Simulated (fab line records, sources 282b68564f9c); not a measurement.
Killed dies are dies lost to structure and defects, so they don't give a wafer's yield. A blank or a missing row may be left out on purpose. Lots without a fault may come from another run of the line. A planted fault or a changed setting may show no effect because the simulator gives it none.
fab line records | flow rit_cmos
record lots=14 wafers=42 last_day=7
route steps=202 shown SDANNEAL@156 PSD@157 NSD@158 PLDD@159 NLDD@160 M1@202
lots that met no fault: from a run of the same line without faults
start_h: hours from the record's first day to the start of the lot's first wafer shown | wait_h: hours since the lot's step before | " the same as in the row above | L1.1+2: a row that stands for several wafers | - no value, or no start given | * or withheld: withheld | < > ~ a bound
route shown NAME@n: a module of which the file shows steps, and the number in the route of the first | usual: mean/standard deviation of fault-free wafers | same: alike in all rows | chamber/n: place in a boat | sites: the reading at each site | _std_site: their standard deviation | _edge_site: outer sites' mean less inner sites' | radius_mm: how far each site lies from the wafer's centre | mask NAME#n: copy n | behind: the tool/chamber that last shaped the wafer | hold: why the lot was held/for how many hours/how that ended | device: the transistor (n, p or np) that didn't switch | end of line: the same wafers' tests at the end of the route | a step without rows: its recipe alone | killed: dies lost to structure and defects at the first sort, not the wafer's yield | map: a wafer's dies, x killed, . not, _ none there
set.NAME: the setting as run; set.NAME@STEP: as run at that earlier step | model.NAME: the simulator's own value behind a step, which no gauge read
steps of the route over a sample of lots; a table a step, a row a wafer
## steps
# step RIT_SDANNEAL_RTA_03
# recipe temp_c=1050 time_s=5 idle_temp_c=600 ramp_up_c_per_s=342 ramp_down_c_per_s=171 cool_to_c=600 ambient=N2
# usual wafer_temp_C_max=1053.5/1.1
# columns lot.wafer tool chamber start_h wait_h wafer_temp_C_max
L368.2 rtp_anneal-02 0 49.39 0.0 1052.6
L368.3 " 0 " " 1053.2
L368.5 " 0 " " 1052.9
L369.3 rtp_anneal-01 0 55.19 0.0 1053.9
L369.5 " 0 " " 1054.2
L369.6 " 0 " " 1053.1
L370.1 rtp_anneal-02 0 58.99 0.0 1054.3
L370.4 " 0 " " 1052.9
L370.6 " 0 " " 1052.1
L371.1 rtp_anneal-01 0 64.37 0.0 1052.9
L371.5 " 0 " " 1055.1
L371.6 " 0 " " 1053.2
L372.4 rtp_anneal-02 0 68.63 0.0 1051.6
L372.5 " 0 " " 1056.3
L372.6 " 0 " " 1052.4
L373.1 rtp_anneal-01 0 74.89 0.0 1054.1
L373.2 " 0 " " 1055.0
L373.4 " 0 " " 1053.4
L374.1 rtp_anneal-02 0 80.52 0.0 1053.8
L374.2 " 0 " " 1054.6
L374.3 " 0 " " 1053.5
L376.2 rtp_anneal-02 0 88.92 0.0 1054.6
L376.4 " 0 " " 1054.9
L376.6 " 0 " " 1053.4
L378.1 rtp_anneal-02 0 100.08 0.0 1054.1
L378.3 " 0 " " 1054.1
L378.5 " 0 " " 1056.0
L380.2 rtp_anneal-02 0 109.09 0.0 1054.8
L380.4 " 0 " " 1053.2
L380.5 " 0 " " 1053.7
L385.3 rtp_anneal-01 0 135.74 0.0 1052.3
L385.4 " 0 " " 1053.4
L385.6 " 0 " " 1053.4
L387.3 rtp_anneal-01 0 143.86 0.0 1052.4
L387.5 " 0 " " 1053.8
L387.6 " 0 " " 1054.9
L389.1 rtp_anneal-01 0 154.96 0.0 1051.9
L389.3 " 0 " " 1053.6
L389.6 " 0 " " 1053.6
L391.3 rtp_anneal-01 0 169.32 0.0 1053.8
L391.4 " 0 " " 1053.2
L391.6 " 0 " " 1052.7
# step RIT_SDANNEAL_RS_MEAS_04
# recipe thk_meas_gauge=four-point-probe
# usual PSD_RS=116.0/0.33
# columns lot.wafer tool chamber start_h wait_h PSD_RS[ohm/sq]
L368.2 film_metro-03 - 49.46 0.1 115.4
L368.3 " - " " 115.5
L368.5 " - " " 115.5
L369.3 film_metro-04 - 55.27 0.1 116.1
L369.5 " - " " 115.8
L369.6 " - " " 115.5
L370.1 film_metro-04 - 59.05 0.0 116.7
L370.4 " - " " 116.2
L370.6 " - " " 116.0
L371.1 film_metro-02 - 64.43 0.0 115.8
L371.5 " - " " 116.0
L371.6 " - " " 116.1
L372.4 film_metro-04 - 68.72 0.1 116.5
L372.5 " - " " 116.1
L372.6 " - " " 116.3
L373.1 film_metro-02 - 74.95 0.0 116.4
L373.2 " - " " 116.3
L373.4 " - " " 116.1
L374.1 film_metro-04 - 80.58 0.0 116.0
L374.2 " - " " 115.8
L374.3 " - " " 116.2
L376.2 film_metro-03 - 88.99 - 72.4
L376.4 " - " " 72.7
L376.6 " - " " 72.3
L378.1 film_metro-02 - 100.14 - 72.1
L378.3 " - " " 72.2
L378.5 " - " " 72.2
L380.2 film_metro-03 - 109.16 - 72.1
L380.4 " - " " 72.4
L380.5 " - " " 72.5
L385.3 film_metro-02 - 135.82 0.1 115.9
L385.4 " - " " 116.3
L385.6 " - " " 116.0
L387.3 film_metro-04 - 143.94 0.1 116.4
L387.5 " - " " 116.4
L387.6 " - " " 116.2
L389.1 film_metro-03 - 155.02 0.0 116.4
L389.3 " - " " 116.0
L389.6 " - " " 116.5
L391.3 film_metro-03 - 169.39 0.1 115.4
L391.4 " - " " 116.1
L391.6 " - " " 116.0
# step RIT_SDANNEAL_RS_MEAS_05
# recipe thk_meas_gauge=four-point-probe
# usual NSD_RS=83.29/0.26
# columns lot.wafer tool chamber start_h wait_h NSD_RS[ohm/sq]
L368.2 film_metro-03 - 49.58 0.1 82.99
L368.3 " - " " 83.20
L368.5 " - " " 82.81
L369.3 film_metro-04 - 55.39 0.1 83.67
L369.5 " - " " 83.11
L369.6 " - " " 83.22
L370.1 film_metro-04 - 59.17 0.1 83.35
L370.4 " - " " 83.20
L370.6 " - " " 83.36
L371.1 film_metro-02 - 64.55 0.1 82.87
L371.5 " - " " 82.93
L371.6 " - " " 83.15
L372.4 film_metro-04 - 68.84 0.1 83.85
L372.5 " - " " 83.77
L372.6 " - " " 83.66
L373.1 film_metro-02 - 75.07 0.1 83.31
L373.2 " - " " 83.26
L373.4 " - " " 83.00
L374.1 film_metro-04 - 80.70 0.1 83.64
L374.2 " - " " 83.60
L374.3 " - " " 83.32
L376.2 film_metro-03 - 89.11 0.1 76.06
L376.4 " - " " 76.30
L376.6 " - " " 76.16
L378.1 film_metro-02 - 100.26 0.1 75.78
L378.3 " - " " 75.89
L378.5 " - " " 75.66
L380.2 film_metro-03 - 109.28 0.1 75.68
L380.4 " - " " 76.26
L380.5 " - " " 75.99
L385.3 film_metro-02 - 135.94 0.1 83.44
L385.4 " - " " 83.16
L385.6 " - " " 83.38
L387.3 film_metro-04 - 144.06 0.1 83.54
L387.5 " - " " 83.37
L387.6 " - " " 83.60
L389.1 film_metro-03 - 155.14 0.1 82.82
L389.3 " - " " 82.98
L389.6 " - " " 82.71
L391.3 film_metro-03 - 169.51 0.1 83.51
L391.4 " - " " 83.59
L391.6 " - " " 83.83
# step RIT_SDANNEAL_RS_MEAS_06
# recipe thk_meas_gauge=four-point-probe
# usual PLDD_RS=179.6/0.46
# columns lot.wafer tool chamber start_h wait_h PLDD_RS[ohm/sq]
L368.2 film_metro-03 - 49.70 0.1 178.8
L368.3 " - " " 179.0
L368.5 " - " " 179.5
L369.3 film_metro-04 - 55.51 0.1 179.4
L369.5 " - " " 179.7
L369.6 " - " " 178.9
L370.1 film_metro-04 - 59.29 0.1 179.6
L370.4 " - " " 180.2
L370.6 " - " " 179.5
L371.1 film_metro-02 - 64.67 0.1 179.7
L371.5 " - " " 180.1
L371.6 " - " " 180.0
L372.4 film_metro-04 - 68.96 0.1 179.5
L372.5 " - " " 179.8
L372.6 " - " " 179.9
L373.1 film_metro-02 - 75.19 0.1 179.8
L373.2 " - " " 180.1
L373.4 " - " " 179.9
L374.1 film_metro-04 - 80.82 0.1 180.2
L374.2 " - " " 179.8
L374.3 " - " " 180.0
L376.2 film_metro-03 - 89.23 0.1 140.8
L376.4 " - " " 141.7
L376.6 " - " " 141.0
L378.1 film_metro-02 - 100.38 0.1 141.2
L378.3 " - " " 141.5
L378.5 " - " " 141.6
L380.2 film_metro-03 - 109.40 0.1 141.6
L380.4 " - " " 141.5
L380.5 " - " " 141.5
L385.3 film_metro-02 - 136.06 0.1 179.7
L385.4 " - " " 180.0
L385.6 " - " " 179.3
L387.3 film_metro-04 - 144.18 0.1 180.1
L387.5 " - " " 179.7
L387.6 " - " " 179.7
L389.1 film_metro-03 - 155.26 0.1 179.7
L389.3 " - " " 179.6
L389.6 " - " " 180.3
L391.3 film_metro-03 - 169.63 0.1 179.2
L391.4 " - " " 179.5
L391.6 " - " " 179.1
# step RIT_SDANNEAL_RS_MEAS_07
# recipe thk_meas_gauge=four-point-probe
# usual NLDD_RS=154.6/0.69
# columns lot.wafer tool chamber start_h wait_h NLDD_RS[ohm/sq]
L368.2 film_metro-03 - 49.82 0.1 155.1
L368.3 " - " " 155.5
L368.5 " - " " 155.3
L369.3 film_metro-04 - 55.63 0.1 156.1
L369.5 " - " " 155.6
L369.6 " - " " 155.2
L370.1 film_metro-04 - 59.41 0.1 153.9
L370.4 " - " " 153.6
L370.6 " - " " 154.3
L371.1 film_metro-02 - 64.79 0.1 154.4
L371.5 " - " " 154.2
L371.6 " - " " 154.1
L372.4 film_metro-04 - 69.08 0.1 154.9
L372.5 " - " " 155.0
L372.6 " - " " 154.7
L373.1 film_metro-02 - 75.31 0.1 155.4
L373.2 " - " " 155.0
L373.4 " - " " 155.3
L374.1 film_metro-04 - 80.94 0.1 154.1
L374.2 " - " " 154.6
L374.3 " - " " 154.0
L376.2 film_metro-03 - 89.35 0.1 146.6
L376.4 " - " " 145.9
L376.6 " - " " 146.6
L378.1 film_metro-02 - 100.50 0.1 147.1
L378.3 " - " " 146.5
L378.5 " - " " 148.0
L380.2 film_metro-03 - 109.52 0.1 145.7
L380.4 " - " " 145.9
L380.5 " - " " 146.2
L385.3 film_metro-02 - 136.18 0.1 154.6
L385.4 " - " " 154.1
L385.6 " - " " 154.3
L387.3 film_metro-04 - 144.30 0.1 154.5
L387.5 " - " " 155.0
L387.6 " - " " 154.7
L389.1 film_metro-03 - 155.38 0.1 154.4
L389.3 " - " " 154.4
L389.6 " - " " 154.3
L391.3 film_metro-03 - 169.75 0.1 154.4
L391.4 " - " " 154.0
L391.6 " - " " 154.7
# step RIT_M1_PROBE_99
# usual killed_at_contacts=0.1/0.29 killed_at_front_end=7/3 killed_dies=7/3 killed_open=3.5/2 killed_short=3.4/2
# same gross_dies=264 killed_at_M0_to_M3=0 killed_at_M4_up=0 killed_at_back_side=0 killed_at_other=0
# columns lot.wafer tool chamber start_h wait_h killed_at_contacts killed_at_front_end killed_dies killed_open killed_short
L380.2 prober-01 - 116.68 0.1 0 8 8 3 5
# killed by level:class
L380.2 GATE:geometric_particle:short=3 SILICIDE:geometric_particle:short=2 FOX1:geometric_particle:open=1 GATE:geometric_particle:open=1 SPACER:geometric_particle:open=1
## key
first_sign step=RIT_SDANNEAL_RS_MEAS_04 reading=PSD_RS direction=down sigmas=99+ usual=116.0 struck=72.3
effect step=RIT_SDANNEAL_RS_MEAS_05 reading=NSD_RS direction=down sigmas=28 usual=83.29 struck=75.98
effect step=RIT_SDANNEAL_RS_MEAS_06 reading=PLDD_RS direction=down sigmas=83 usual=179.6 struck=141.4
effect step=RIT_SDANNEAL_RS_MEAS_07 reading=NLDD_RS direction=down sigmas=12 usual=154.6 struck=146.5
met_at RIT_SDANNEAL_RTA_03
struck_lots L376,L378,L380
tester_left_out L376,L378,L380
onset_between 80.52 88.92
fault kind=process_parameter_drift tool=rtp_anneal-02 chamber=- onset_h=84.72 steps=RIT_SDANNEAL_RTA_03 channel=time_s offset=* shape=step end_h=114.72 acts_in=* stated=*
# tester_left_out: of these lots the tester's yield and bins aren't shown, on N5 and GAA mostly nor the transistor test; their killed dies are dies lost to structure and defects alone, not to doping, threshold or leakage, so they don't give the yield
